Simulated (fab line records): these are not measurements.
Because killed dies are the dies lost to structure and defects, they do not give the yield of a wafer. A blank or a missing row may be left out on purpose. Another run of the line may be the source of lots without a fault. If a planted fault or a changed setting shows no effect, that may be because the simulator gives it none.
A struck lot beside a sound one / flow berkeleyCmos170 / 44 steps out of a route of 331
Sound: the wafers L894.1, L894.2, L894.5. Wafers L903.1, L903.5, L903.6 were the ones struck. The cause comes at the end.
Order at every step that has rows: each side's tool, ch and its chambers, its first start. Under that, the readings that differ: sound wafers / struck wafers / difference of the means / sigmas: that difference in standard deviations of wafers without a fault.
alike: same words and numbers on both sides, and readings whose means sit less than 2 such deviations apart. not compared: any withheld reading, any reading some wafer has no value for, any bound like >300 that may hide the same value, and any number with overlapping values for which the record gives no deviation.
A row with sigmas, a row that says differs or no value, or rows on one side alone: a step with any of these is where the two part. When numbers do not overlap yet have no deviation, they are printed without sigmas and do not part them. A reading that every wafer of one side lacks parts them only if that side has two wafers or more.

UCB170_NWELL_ETCH_13: etches Si3N4 in CH3F/Ar/O2, stops on SiO2, target depth 246.4 nm, time 154 s.
  sound on rieDiel-03 ch 2,3, day 2 10:19; struck on rieDiel-01 ch 2,3, day 4 07:48
  alike: chamberPressureMTorr, drypumpMotorCurrentA, oesProductAu, throttleValvePct
  not compared: rfHoursCounterH
after that, 1 step had no rows for these wafers: UCB170_NWELL_IMPLANT_14.
UCB170_NWELL_STRIP_15: strips in O2.
  sound on plasmaAsher-03 ch 0,1, day 2 10:36; struck on plasmaAsher-04 ch 0,1, day 4 08:03
  alike: chamberPressureMTorr, drypumpMotorCurrentA, oesProductAu, stripTimeToEndpointS
  not compared: rfHoursCounterH
UCB170_NWELL_TW_MEAS_16:
  sound on filmMetro-02 at day 2 10:42; struck on filmMetro-03 at day 4 08:09
  alike: NWELL_TW
then, 6 steps without rows for these wafers: UCB170_NWELL_CLEAN_17 (cleans in SPM, time 600 s); UCB170_NWELL_WET_ETCH_18 (etches Si3N4 in H3PO4, time 14400 s); UCB170_NWELL_WET_ETCH_19 (etches SiO2 in BOE, time 22 s); UCB170_PWELL_CLEAN_00 (cleans in SPM, time 600 s); UCB170_PWELL_CLEAN_01 (cleans in dHF, time 60 s); UCB170_PWELL_OXIDATION_02 (target thk 26.4 nm, ox time 1260 s).
UCB170_PWELL_THK_MEAS_03:
  sound on filmMetro-01 at day 2 16:49; struck on filmMetro-01 at day 4 16:21
  alike: PWELL_OXIDE_THK
then, 1 step without rows for these wafers: UCB170_PWELL_ANNEAL_04 (time 900 s).
UCB170_PWELL_CVD_05: deposits Si3N4 from SiH2Cl2/NH3, target thk 220 nm, time 3300 s.
  sound on lpcvd-01 ch 0, day 2 21:37; struck on lpcvd-01 ch 1, day 4 19:54
  alike: spikeTcLoadC
UCB170_PWELL_THK_MEAS_06:
  sound on filmMetro-03 at day 2 23:32; struck on filmMetro-04 at day 4 21:49
  alike: PWELL_NITRIDE_THK
then, 6 steps without rows for these wafers: UCB170_PWELL_HMDS_07 (prime time 60 s); UCB170_PWELL_COAT_08 (resist thk 900 nm); UCB170_PWELL_SOFTBAKE_09 (time 60 s); UCB170_PWELL_EXPOSE_10 (exposes mask PWELL, target cd 3000 nm); UCB170_PWELL_PEB_11; UCB170_PWELL_DEVELOP_12 (develop time 45 s).
UCB170_PWELL_OVL_MEAS_13:
  sound on overlay-02 at day 3 00:53; struck on overlay-02 at day 4 22:51
  alike: PWELL_OVL
UCB170_PWELL_ETCH_14: etches Si3N4 in CH3F/Ar/O2, stops on SiO2, target depth 242 nm, time 151 s.
  sound on rieDiel-04 ch 1,2, day 3 00:55; struck on rieDiel-04 ch 0,1,3, day 4 22:53
  alike: chamberPressureMTorr, drypumpMotorCurrentA, oesProductAu, throttleValvePct
  not compared: rfHoursCounterH
after that, 1 step had no rows for these wafers: UCB170_PWELL_IMPLANT_15.
UCB170_PWELL_STRIP_16: strips in O2.
  sound on plasmaAsher-03 ch 0,1, day 3 01:10; struck on plasmaAsher-03 ch 0,1, day 4 23:08
  alike: chamberPressureMTorr, drypumpMotorCurrentA, oesProductAu, stripTimeToEndpointS
  not compared: rfHoursCounterH
UCB170_PWELL_TW_MEAS_17:
  sound on filmMetro-01 at day 3 01:16; struck on filmMetro-01 at day 4 23:14
  alike: PWELL_TW
then, 5 steps without rows for these wafers: UCB170_PWELL_CLEAN_18 (cleans in SPM, time 600 s); UCB170_PWELL_WET_ETCH_19 (etches Si3N4 in H3PO4, time 14400 s); UCB170_PWELL_WET_ETCH_20 (etches SiO2 in BOE, time 22 s); UCB170_WELLDRIVE_CLEAN_00 (cleans in SPM, time 600 s); UCB170_WELLDRIVE_OXIDATION_01 (target thk 199 nm, ox time 9000 s).
UCB170_WELLDRIVE_THK_MEAS_02:
  sound on filmMetro-04 at day 3 10:04; struck on filmMetro-04 at day 5 10:07
  alike: WELLDRIVE_OXIDE_THK
then, 5 steps without rows for these wafers: UCB170_WELLDRIVE_ANNEAL_03 (time 900 s); UCB170_WELLDRIVE_WET_ETCH_04 (etches SiO2 in BOE, time 120 s); UCB170_ACTIVE_CLEAN_00 (cleans in SPM, time 600 s); UCB170_ACTIVE_CLEAN_01 (cleans in dHF, time 60 s); UCB170_ACTIVE_OXIDATION_02 (target thk 26.4 nm, ox time 1260 s).
UCB170_ACTIVE_THK_MEAS_03:
  sound on filmMetro-01 at day 3 20:39; struck on filmMetro-03 at day 5 18:52
  alike: ACTIVE_OXIDE_THK
then, 2 steps without rows for these wafers: UCB170_ACTIVE_ANNEAL_04 (time 900 s); UCB170_ACTIVE_CVD_05 (deposits Si3N4 from SiH2Cl2/NH3, target thk 220 nm, time 3300 s).
UCB170_ACTIVE_THK_MEAS_06:
  sound on filmMetro-03 at day 4 04:33; struck on filmMetro-03 at day 6 02:17
  alike: ACTIVE_NITRIDE_THK
then, 2 steps without rows for these wafers: UCB170_ACTIVE_HMDS_07 (prime time 60 s); UCB170_ACTIVE_COAT_08 (resist thk 900 nm).
-- the record jumps here: 3 days lie between the struck wafers' starts before and after (it left off in module ACTIVE and takes up again in module V2, whose first step shown is number 306 of the route) --
UCB170_V2_ETCH_14: etches SiO2 in CHF3/CF4/Ar, stops on Al, target depth 1250 nm, time 291 s.
  sound on rieDiel-02 ch 1,2,3, day 7 15:50; struck on rieDiel-02 ch 0,1,2, day 9 08:38
  alike: chamberPressureMTorr, drypumpMotorCurrentA, oesProductAu, throttleValvePct
  not compared: rfHoursCounterH, model.V2.cdNm
UCB170_M3_PROBE_99:
  record: rows for the struck wafers here (prober-01, day 9 11:59), none for the sound ones

WHERE THEY PART
UCB170_M3_PROBE_99 only, going by this record.

WHY: what the simulator had put in
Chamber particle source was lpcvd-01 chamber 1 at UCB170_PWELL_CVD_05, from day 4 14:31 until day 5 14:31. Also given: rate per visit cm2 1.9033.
